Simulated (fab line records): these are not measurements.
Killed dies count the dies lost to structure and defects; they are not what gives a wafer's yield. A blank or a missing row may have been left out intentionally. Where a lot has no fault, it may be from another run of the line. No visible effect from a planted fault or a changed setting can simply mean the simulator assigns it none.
fab line records / flow berkeley_cmos170 / part 2 of 2: steps 28 to 39 of 39
[record] lots = 5 wafers = 15 last_day = 10
route steps=331 shown M2@285 V2@292 M3@309
lots with no fault: from the same line, run without faults
start_h: hours from the record's first day to the start of the lot's first wafer shown / wait_h: hours from the lot's prior step to this one / " same as the row above / L1.1+2: a row that stands for several wafers / - either no value or no given start / * or withheld: withheld / < > ~ a bound
route shown NAME@n: NAME is a module with steps in the file, n the number in the route of the first one / usual: mean/standard deviation of fault-free wafers / same: alike in all rows / chamber/n: place in a boat / sites: readings site by site / _std_site: the standard deviation of these / _edge_site: the outer-site mean with the inner-site mean subtracted / radius_mm: for every site, how far away it sits from the centre of the wafer / mask NAME#n: copy n / behind: the last tool/chamber to shape the wafer / hold: reason for holding the lot/hours on hold/outcome of the hold / device: names the non-switching transistor (n, p or np) / end of line: the route-end tests of the same wafers / a step given without rows: its recipe and nothing more / killed: not the wafer's yield, but the dies lost to structure and defects at the first sort / map: per-die view of a wafer (x killed, . not killed, _ where there is no die)
set.NAME: setting as actually run; set.NAME@STEP: the setting as run at that earlier step / model.NAME: the simulator's own value behind a step, which no gauge read
a table for each step, a row for each wafer; lots at some steps of the route
services: from which hour (start_h, from the record's first day; less than 0 if before it) a tool's chamber was out of use, for how many hours, and why
[[steps]]
[step UCB170_M3_THK_MEAS_03]
[recipe] thk_meas_gauge = xrf reads = Al_of_M3_SPUTTER_01
[usual] M3_AL_THK = 913/10
lot.wafer=L074.1 tool=film_metro-03 chamber=- start_h=190.08 wait_h=0.1 M3_AL_THK[nm]=910
lot.wafer=L074.3 tool=film_metro-03 chamber=- start_h=190.08 wait_h=0.1 M3_AL_THK[nm]=905
lot.wafer=L074.5 tool=film_metro-03 chamber=- start_h=190.08 wait_h=0.1 M3_AL_THK[nm]=907
lot.wafer=L076.1 tool=film_metro-04 chamber=- start_h=196.99 wait_h=0.1 M3_AL_THK[nm]=904
lot.wafer=L076.3 tool=film_metro-04 chamber=- start_h=196.99 wait_h=0.1 M3_AL_THK[nm]=913
lot.wafer=L076.5 tool=film_metro-04 chamber=- start_h=196.99 wait_h=0.1 M3_AL_THK[nm]=903
lot.wafer=L081.1 tool=film_metro-04 chamber=- start_h=216.80 wait_h=0.1 M3_AL_THK[nm]=900
lot.wafer=L081.4 tool=film_metro-04 chamber=- start_h=216.80 wait_h=0.1 M3_AL_THK[nm]=905
lot.wafer=L081.5 tool=film_metro-04 chamber=- start_h=216.80 wait_h=0.1 M3_AL_THK[nm]=904
lot.wafer=L087.3 tool=film_metro-03 chamber=- start_h=239.62 wait_h=0.1 M3_AL_THK[nm]=914
lot.wafer=L087.5 tool=film_metro-03 chamber=- start_h=239.62 wait_h=0.1 M3_AL_THK[nm]=906
lot.wafer=L087.6 tool=film_metro-03 chamber=- start_h=239.62 wait_h=0.1 M3_AL_THK[nm]=913
lot.wafer=L088.1 tool=film_metro-01 chamber=- start_h=247.15 wait_h=0.1 M3_AL_THK[nm]=903
lot.wafer=L088.3 tool=film_metro-01 chamber=- start_h=247.15 wait_h=0.1 M3_AL_THK[nm]=915
lot.wafer=L088.5 tool=film_metro-01 chamber=- start_h=247.15 wait_h=0.1 M3_AL_THK[nm]=919
[step UCB170_M3_HMDS_04]
[recipe] prime_time_s = 60 prime_temp_c = 100
[same] prime_time_s = 60
lot.wafer=L074.1+3+5 tool=litho_track-02 chamber=0 start_h=191.26 wait_h=1.2
lot.wafer=L076.1+3+5 tool=litho_track-03 chamber=0 start_h=197.05 wait_h=0.1
lot.wafer=L081.1+4+5 tool=litho_track-02 chamber=0 start_h=217.33 wait_h=0.5
lot.wafer=L087.3+5+6 tool=litho_track-01 chamber=0 start_h=240.09 wait_h=0.5
lot.wafer=L088.1+3+5 tool=litho_track-03 chamber=0 start_h=247.21 wait_h=0.1
[step UCB170_M3_COAT_05]
[recipe] resist = KrF spin_rpm = 1500 resist_thk_nm = 900
[usual] spin_speed_rpm = 1500.1/0.92
lot.wafer=L074.1 tool=litho_track-02 chamber=0 start_h=191.41 wait_h=0.1 spin_speed_rpm=1499.5
lot.wafer=L074.3 tool=litho_track-02 chamber=0 start_h=191.41 wait_h=0.1 spin_speed_rpm=1500.2
lot.wafer=L074.5 tool=litho_track-02 chamber=0 start_h=191.41 wait_h=0.1 spin_speed_rpm=1499.8
lot.wafer=L076.1 tool=litho_track-03 chamber=0 start_h=197.20 wait_h=0.1 spin_speed_rpm=1499.8
lot.wafer=L076.3 tool=litho_track-03 chamber=0 start_h=197.20 wait_h=0.1 spin_speed_rpm=1500.0
lot.wafer=L076.5 tool=litho_track-03 chamber=0 start_h=197.20 wait_h=0.1 spin_speed_rpm=1499.2
lot.wafer=L081.1 tool=litho_track-02 chamber=0 start_h=217.48 wait_h=0.1 spin_speed_rpm=1501.8
lot.wafer=L081.4 tool=litho_track-02 chamber=0 start_h=217.48 wait_h=0.1 spin_speed_rpm=1499.1
lot.wafer=L081.5 tool=litho_track-02 chamber=0 start_h=217.48 wait_h=0.1 spin_speed_rpm=1500.8
lot.wafer=L087.3 tool=litho_track-01 chamber=0 start_h=240.24 wait_h=0.1 spin_speed_rpm=1503.0
lot.wafer=L087.5 tool=litho_track-01 chamber=0 start_h=240.24 wait_h=0.1 spin_speed_rpm=1500.6
lot.wafer=L087.6 tool=litho_track-01 chamber=0 start_h=240.24 wait_h=0.1 spin_speed_rpm=1501.4
lot.wafer=L088.1 tool=litho_track-03 chamber=0 start_h=247.36 wait_h=0.1 spin_speed_rpm=1499.9
lot.wafer=L088.3 tool=litho_track-03 chamber=0 start_h=247.36 wait_h=0.1 spin_speed_rpm=1498.1
lot.wafer=L088.5 tool=litho_track-03 chamber=0 start_h=247.36 wait_h=0.1 spin_speed_rpm=1499.2
[step UCB170_M3_SOFTBAKE_06]
[recipe] resist = KrF temp_c = 130 time_s = 60
lot.wafer=L074.1+3+5 tool=litho_track-02 chamber=0 start_h=191.56 wait_h=0.1
lot.wafer=L076.1+3+5 tool=litho_track-03 chamber=0 start_h=197.35 wait_h=0.1
lot.wafer=L081.1+4+5 tool=litho_track-02 chamber=0 start_h=217.63 wait_h=0.1
lot.wafer=L087.3+5+6 tool=litho_track-01 chamber=0 start_h=240.39 wait_h=0.1
lot.wafer=L088.1+3+5 tool=litho_track-03 chamber=0 start_h=247.51 wait_h=0.1
[step UCB170_M3_STRIP_07]
[recipe] chemistry = O2 power_w = 400 pressure_mtorr = 3500 platen_temp_c = withheld o2_flow_sccm = 400 overash_fraction = 0.5
[usual] drypump_motor_current_A = 5.8/0.59 oes_product_au = 0.735/0.0038 strip_time_to_endpoint_s = 21.97/0.067
lot.wafer=L074.1 tool=plasma_asher-04 chamber=1 start_h=191.71 wait_h=0.1 drypump_motor_current_A=6.0 oes_product_au=0.736 rf_hours_counter_h=9 strip_time_to_endpoint_s=22.05
lot.wafer=L074.3 tool=plasma_asher-04 chamber=1 start_h=191.71 wait_h=0.1 drypump_motor_current_A=6.0 oes_product_au=0.732 rf_hours_counter_h=- strip_time_to_endpoint_s=21.95
lot.wafer=L074.5 tool=plasma_asher-04 chamber=1 start_h=191.71 wait_h=0.1 drypump_motor_current_A=6.0 oes_product_au=0.731 rf_hours_counter_h=- strip_time_to_endpoint_s=22.00
lot.wafer=L076.1 tool=plasma_asher-04 chamber=1 start_h=197.50 wait_h=0.1 drypump_motor_current_A=6.0 oes_product_au=0.740 rf_hours_counter_h=10 strip_time_to_endpoint_s=21.93
lot.wafer=L076.3 tool=plasma_asher-04 chamber=0 start_h=197.50 wait_h=0.1 drypump_motor_current_A=6.7 oes_product_au=0.730 rf_hours_counter_h=- strip_time_to_endpoint_s=21.93
lot.wafer=L076.5 tool=plasma_asher-04 chamber=1 start_h=197.50 wait_h=0.1 drypump_motor_current_A=6.0 oes_product_au=0.740 rf_hours_counter_h=- strip_time_to_endpoint_s=22.02
lot.wafer=L081.1 tool=plasma_asher-03 chamber=1 start_h=217.78 wait_h=0.1 drypump_motor_current_A=6.0 oes_product_au=0.738 rf_hours_counter_h=51 strip_time_to_endpoint_s=21.89
lot.wafer=L081.4 tool=plasma_asher-03 chamber=1 start_h=217.78 wait_h=0.1 drypump_motor_current_A=6.1 oes_product_au=0.738 rf_hours_counter_h=- strip_time_to_endpoint_s=21.85
lot.wafer=L081.5 tool=plasma_asher-03 chamber=1 start_h=217.78 wait_h=0.1 drypump_motor_current_A=6.0 oes_product_au=0.739 rf_hours_counter_h=- strip_time_to_endpoint_s=21.87
lot.wafer=L087.3 tool=plasma_asher-04 chamber=0 start_h=240.52 wait_h=0.1 drypump_motor_current_A=6.7 oes_product_au=0.733 rf_hours_counter_h=- strip_time_to_endpoint_s=21.92
lot.wafer=L087.5 tool=plasma_asher-04 chamber=0 start_h=240.52 wait_h=0.1 drypump_motor_current_A=6.7 oes_product_au=0.734 rf_hours_counter_h=- strip_time_to_endpoint_s=21.94
lot.wafer=L087.6 tool=plasma_asher-04 chamber=1 start_h=240.52 wait_h=0.1 drypump_motor_current_A=6.0 oes_product_au=0.730 rf_hours_counter_h=- strip_time_to_endpoint_s=21.89
lot.wafer=L088.1 tool=plasma_asher-02 chamber=0 start_h=247.66 wait_h=0.1 drypump_motor_current_A=5.1 oes_product_au=0.742 rf_hours_counter_h=55 strip_time_to_endpoint_s=21.95
lot.wafer=L088.3 tool=plasma_asher-02 chamber=1 start_h=247.66 wait_h=0.1 drypump_motor_current_A=5.8 oes_product_au=0.740 rf_hours_counter_h=- strip_time_to_endpoint_s=21.98
lot.wafer=L088.5 tool=plasma_asher-02 chamber=0 start_h=247.66 wait_h=0.1 drypump_motor_current_A=5.1 oes_product_au=0.736 rf_hours_counter_h=- strip_time_to_endpoint_s=21.90
[step UCB170_M3_STRIP_08]
[recipe] chemistry = DMSO temp_c = 80 time_s = 600 material = KrF
lot.wafer=L074.1+3+5 tool=wet_bench-04 chamber=0 start_h=191.81 wait_h=0.1
lot.wafer=L076.1+3+5 tool=wet_bench-04 chamber=3 start_h=197.61 wait_h=0.1
lot.wafer=L081.1+4+5 tool=wet_bench-01 chamber=1 start_h=217.88 wait_h=0.1
lot.wafer=L087.3+5+6 tool=wet_bench-01 chamber=0 start_h=241.01 wait_h=0.5
lot.wafer=L088.1+3+5 tool=wet_bench-02 chamber=0 start_h=247.76 wait_h=0.1
[step UCB170_M3_COAT_09]
[recipe] resist = BARC temp_c = withheld time_s = withheld spin_rpm = 3000 resist_thk_nm = withheld
[usual] spin_speed_rpm = 2999.6/1.9
lot.wafer=L074.1 tool=litho_track-02 chamber=0 start_h=193.06 wait_h=1.1 spin_speed_rpm=2998.0
lot.wafer=L074.3 tool=litho_track-02 chamber=0 start_h=193.06 wait_h=1.1 spin_speed_rpm=2998.7
lot.wafer=L074.5 tool=litho_track-02 chamber=0 start_h=193.06 wait_h=1.1 spin_speed_rpm=3000.0
lot.wafer=L076.1 tool=litho_track-02 chamber=0 start_h=197.81 wait_h=0.0 spin_speed_rpm=3000.3
lot.wafer=L076.3 tool=litho_track-02 chamber=0 start_h=197.81 wait_h=0.0 spin_speed_rpm=2997.6
lot.wafer=L076.5 tool=litho_track-02 chamber=0 start_h=197.81 wait_h=0.0 spin_speed_rpm=3001.7
lot.wafer=L081.1 tool=litho_track-03 chamber=0 start_h=218.67 wait_h=0.6 spin_speed_rpm=3001.0
lot.wafer=L081.4 tool=litho_track-03 chamber=0 start_h=218.67 wait_h=0.6 spin_speed_rpm=2999.4
lot.wafer=L081.5 tool=litho_track-03 chamber=0 start_h=218.67 wait_h=0.6 spin_speed_rpm=3001.0
lot.wafer=L087.3 tool=litho_track-02 chamber=0 start_h=241.24 wait_h=0.1 spin_speed_rpm=2999.0
lot.wafer=L087.5 tool=litho_track-02 chamber=0 start_h=241.24 wait_h=0.1 spin_speed_rpm=2998.2
lot.wafer=L087.6 tool=litho_track-02 chamber=0 start_h=241.24 wait_h=0.1 spin_speed_rpm=2998.7
lot.wafer=L088.1 tool=litho_track-02 chamber=0 start_h=248.09 wait_h=0.1 spin_speed_rpm=3000.8
lot.wafer=L088.3 tool=litho_track-02 chamber=0 start_h=248.09 wait_h=0.1 spin_speed_rpm=2998.1
lot.wafer=L088.5 tool=litho_track-02 chamber=0 start_h=248.09 wait_h=0.1 spin_speed_rpm=3000.3
[step UCB170_M3_COAT_10]
[recipe] resist = KrF spin_rpm = 1500 resist_thk_nm = 900
[usual] spin_speed_rpm = 1500.2/1
lot.wafer=L074.1 tool=litho_track-02 chamber=0 start_h=- wait_h=- spin_speed_rpm=1500.5
lot.wafer=L074.3 tool=litho_track-02 chamber=0 start_h=- wait_h=- spin_speed_rpm=1500.7
lot.wafer=L074.5 tool=litho_track-02 chamber=0 start_h=- wait_h=- spin_speed_rpm=1499.4
lot.wafer=L076.1 tool=litho_track-02 chamber=0 start_h=- wait_h=- spin_speed_rpm=1500.9
lot.wafer=L076.3 tool=litho_track-02 chamber=0 start_h=- wait_h=- spin_speed_rpm=1501.1
lot.wafer=L076.5 tool=litho_track-02 chamber=0 start_h=- wait_h=- spin_speed_rpm=1500.6
lot.wafer=L081.1 tool=litho_track-03 chamber=0 start_h=- wait_h=- spin_speed_rpm=1501.5
lot.wafer=L081.4 tool=litho_track-03 chamber=0 start_h=- wait_h=- spin_speed_rpm=1501.0
lot.wafer=L081.5 tool=litho_track-03 chamber=0 start_h=- wait_h=- spin_speed_rpm=1501.6
lot.wafer=L087.3 tool=litho_track-02 chamber=0 start_h=- wait_h=- spin_speed_rpm=1498.4
lot.wafer=L087.5 tool=litho_track-02 chamber=0 start_h=- wait_h=- spin_speed_rpm=1499.2
lot.wafer=L087.6 tool=litho_track-02 chamber=0 start_h=- wait_h=- spin_speed_rpm=1500.8
lot.wafer=L088.1 tool=litho_track-02 chamber=0 start_h=- wait_h=- spin_speed_rpm=1498.7
lot.wafer=L088.3 tool=litho_track-02 chamber=0 start_h=- wait_h=- spin_speed_rpm=1498.8
lot.wafer=L088.5 tool=litho_track-02 chamber=0 start_h=- wait_h=- spin_speed_rpm=1499.5
[step UCB170_M3_SOFTBAKE_11]
[recipe] resist = KrF temp_c = 130 time_s = 60
lot.wafer=L074.1+3+5 tool=litho_track-02 chamber=0 start_h=- wait_h=-
lot.wafer=L076.1+3+5 tool=litho_track-02 chamber=0 start_h=- wait_h=-
lot.wafer=L081.1+4+5 tool=litho_track-03 chamber=0 start_h=- wait_h=-
lot.wafer=L087.3+5+6 tool=litho_track-02 chamber=0 start_h=- wait_h=-
lot.wafer=L088.1+3+5 tool=litho_track-02 chamber=0 start_h=- wait_h=-
[step UCB170_M3_EXPOSE_12]
[recipe] mask_id = METAL3 target_cd_nm = 700 na = 0.5 sigma_outer = 0.6 source_shape = conventional dose_mj = 26
[usual] exposure_dose_mJ_cm2 = 25.995/0.026
[same] na = 0.5
lot.wafer=L074.1 tool=krf_scanner-01 chamber=0 start_h=193.53 wait_h=- mask=METAL3#0 exposure_dose_mJ_cm2=26.002
lot.wafer=L074.3 tool=krf_scanner-01 chamber=0 start_h=193.53 wait_h=- mask=METAL3#0 exposure_dose_mJ_cm2=25.992
lot.wafer=L074.5 tool=krf_scanner-01 chamber=0 start_h=193.53 wait_h=- mask=METAL3#0 exposure_dose_mJ_cm2=25.981
lot.wafer=L076.1 tool=krf_scanner-01 chamber=0 start_h=198.37 wait_h=- mask=METAL3#0 exposure_dose_mJ_cm2=26.018
lot.wafer=L076.3 tool=krf_scanner-01 chamber=0 start_h=198.37 wait_h=- mask=METAL3#0 exposure_dose_mJ_cm2=26.009
lot.wafer=L076.5 tool=krf_scanner-01 chamber=0 start_h=198.37 wait_h=- mask=METAL3#0 exposure_dose_mJ_cm2=25.977
lot.wafer=L081.1 tool=krf_scanner-01 chamber=0 start_h=219.12 wait_h=- mask=METAL3#0 exposure_dose_mJ_cm2=26.044
lot.wafer=L081.4 tool=krf_scanner-01 chamber=0 start_h=219.12 wait_h=- mask=METAL3#0 exposure_dose_mJ_cm2=26.013
lot.wafer=L081.5 tool=krf_scanner-01 chamber=0 start_h=219.12 wait_h=- mask=METAL3#0 exposure_dose_mJ_cm2=26.014
lot.wafer=L087.3 tool=krf_scanner-02 chamber=0 start_h=241.68 wait_h=- mask=METAL3#0 exposure_dose_mJ_cm2=26.028
lot.wafer=L087.5 tool=krf_scanner-02 chamber=0 start_h=241.68 wait_h=- mask=METAL3#0 exposure_dose_mJ_cm2=26.026
lot.wafer=L087.6 tool=krf_scanner-02 chamber=0 start_h=241.68 wait_h=- mask=METAL3#0 exposure_dose_mJ_cm2=26.036
lot.wafer=L088.1 tool=krf_scanner-02 chamber=0 start_h=248.88 wait_h=- mask=METAL3#0 exposure_dose_mJ_cm2=25.989
lot.wafer=L088.3 tool=krf_scanner-02 chamber=0 start_h=248.88 wait_h=- mask=METAL3#0 exposure_dose_mJ_cm2=25.991
lot.wafer=L088.5 tool=krf_scanner-02 chamber=0 start_h=248.88 wait_h=- mask=METAL3#0 exposure_dose_mJ_cm2=26.016
[step UCB170_M3_PEB_13]
[recipe] peb_temp_c = 130 peb_time_s = withheld resist = KrF
lot.wafer=L074.1+3+5 tool=litho_track-02 chamber=0 start_h=194.06 wait_h=0.5
lot.wafer=L076.1+3+5 tool=litho_track-03 chamber=0 start_h=198.49 wait_h=0.1
lot.wafer=L081.1+4+5 tool=litho_track-01 chamber=0 start_h=219.31 wait_h=0.2
lot.wafer=L087.3+5+6 tool=litho_track-02 chamber=0 start_h=242.14 wait_h=0.4
lot.wafer=L088.1+3+5 tool=litho_track-01 chamber=0 start_h=249.32 wait_h=0.4
[step UCB170_M3_DEVELOP_14]
[recipe] developer = TMAH develop_time_s = 45 resist = KrF dev_temp_c = 21
[same] develop_time_s = 45
lot.wafer=L074.1+3+5 tool=litho_track-02 chamber=0 start_h=- wait_h=-
lot.wafer=L076.1+3+5 tool=litho_track-03 chamber=0 start_h=- wait_h=-
lot.wafer=L081.1+4+5 tool=litho_track-01 chamber=0 start_h=- wait_h=-
lot.wafer=L087.3+5+6 tool=litho_track-02 chamber=0 start_h=- wait_h=-
lot.wafer=L088.1+3+5 tool=litho_track-01 chamber=0 start_h=- wait_h=-
[[services]]
tool=rie_diel-04 chamber=1 start_h=165.43 hours=3.0 kind=repair
tool=wet_bench-04 chamber=- start_h=169.59 hours=11.1 kind=repair
tool=pecvd-04 chamber=- start_h=172.65 hours=3.1 kind=repair
tool=rie_metal-02 chamber=1 start_h=175.15 hours=1.2 kind=repair
tool=krf_scanner-02 chamber=- start_h=187.76 hours=0.4 kind=repair
tool=rie_diel-02 chamber=1 start_h=189.88 hours=- kind=clean
tool=rie_diel-02 chamber=1 start_h=189.88 hours=18.7 kind=scheduled_down
tool=rie_diel-02 chamber=1 start_h=189.88 hours=18.7 kind=vent_cycle
tool=cmp-01 chamber=- start_h=190.03 hours=10.1 kind=pm
tool=krf_scanner-02 chamber=- start_h=193.20 hours=0.8 kind=pm
tool=krf_scanner-01 chamber=- start_h=194.13 hours=0.8 kind=pm
tool=krf_scanner-02 chamber=- start_h=194.90 hours=1.0 kind=pm
tool=rie_metal-01 chamber=0 start_h=210.11 hours=19.3 kind=repair
tool=pvd_sputter-01 chamber=- start_h=214.63 hours=6.9 kind=repair
tool=krf_scanner-02 chamber=0 start_h=214.66 hours=- kind=calibration
tool=pvd_sputter-01 chamber=- start_h=216.53 hours=1.2 kind=repair
tool=krf_scanner-01 chamber=0 start_h=222.14 hours=- kind=calibration
tool=pvd_sputter-03 chamber=- start_h=223.96 hours=1.4 kind=repair
tool=cmp-02 chamber=- start_h=226.80 hours=1.3 kind=repair
tool=krf_scanner-01 chamber=- start_h=229.34 hours=1.0 kind=pm
tool=cmp-02 chamber=- start_h=232.02 hours=4.0 kind=pm
tool=cmp-02 chamber=- start_h=236.02 hours=- kind=consumable_replace:conditioner
tool=pecvd-02 chamber=- start_h=242.50 hours=14.0 kind=pm
tool=plasma_asher-03 chamber=- start_h=247.36 hours=0.5 kind=repair
